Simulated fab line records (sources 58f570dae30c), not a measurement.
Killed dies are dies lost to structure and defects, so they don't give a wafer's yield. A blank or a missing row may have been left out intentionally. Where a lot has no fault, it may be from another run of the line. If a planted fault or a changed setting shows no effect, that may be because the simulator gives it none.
The same fault as seen by 2 desks -- flow berkeley_cmos170 -- only its own numbers are on each desk; what lay behind them is given at the end

== METROLOGY DESK ==
Means of the sampled wafers that have a number, per lot and without regard to the tool the lot ran on: this is what the gauges read. The brackets show how far a lot's mean lies from the usual mean; more than 4 standard deviations puts the lot out of limits, marked OUT.
Columns: A = cd_nm at UCB170_V1_CD_MEAS_90, usual 699.7 nm; B = V2_BOW at UCB170_V2_BOW_MEAS_03, usual 36 um
lot,first seen here,A,B
L324,day 8 07:30,697.9,34
L323,day 8 07:41,699.8,41
L325,day 8 12:28,698.5,36
L329,day 8 20:22,700.2,32
L328,day 8 20:54,699.7,39
L331,day 9 04:52,701.8,34
L330,day 9 05:13,701.6,41
L332,day 9 15:12,701.0,45
L337,day 10 16:30,699.5,31
L340,day 11 08:29,701.5,42
L342,day 11 16:41,700.5,30
L345,day 12 11:47,699.0,38
L343,day 12 11:54,697.8,39
L344,day 12 12:05,698.4,35
Result from this desk: across the 14 lots, nothing is out of limits.

== TOOL OWNER'S DESK, rie_diel-04 ==
The tool's own readings at UCB170_V2_ETCH_14 (etches SiO2 in CHF3/CF4/Ar, stops on Al, target depth 1250 nm, time 295.2 s): means of the sampled wafers that have a number, for each lot that ran on this tool. The brackets show how far a lot's mean lies from the usual mean; more than 4 standard deviations puts the lot out of limits, marked OUT.
Columns: A = drypump_motor_current_A at UCB170_V2_ETCH_14, usual 5.8 A; B = oes_product_au at UCB170_V2_ETCH_14, usual 0.871 a.u.; C = throttle_valve_pct at UCB170_V2_ETCH_14, usual 7.02 %
lot,first seen here,A,B,C
L325,day 8 17:39,5.3,0.862,6.98
L329,day 9 03:47,5.8,0.871,7.00
L328,day 9 04:29,5.1,0.786 (-8.5) OUT,7.06
L331,day 9 12:02,5.6,0.792 (-7.9) OUT,7.00
L345,day 12 17:31,5.5,0.875,6.98
L343,day 12 18:12,5.5,0.877,6.98
This desk's finding: out of limits on L328, L331; first on L328, day 9 04:29 (oes_product_au at UCB170_V2_ETCH_14). Within limits: L325, L329, L345, L343.

== TAKEN TOGETHER ==
On L328, L331, at day 9 04:29, an alarm was possible from the tool owner's desk.
Nothing out of limits was seen by the metrology desk.
The metrology desk has L328, L331 on record, within its limits.
All the named lots went through UCB170_V2_ETCH_14 on rie_diel-04.

== WHAT THE SIMULATOR HAD INSERTED ==
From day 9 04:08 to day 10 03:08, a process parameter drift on rie_diel-04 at UCB170_V2_ETCH_14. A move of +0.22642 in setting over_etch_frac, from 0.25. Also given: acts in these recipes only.
Shown lots that were struck: L328, L331.
How many hours passed from the start of the fault until each desk's first out-of-limits reading: the tool owner's desk, 0.
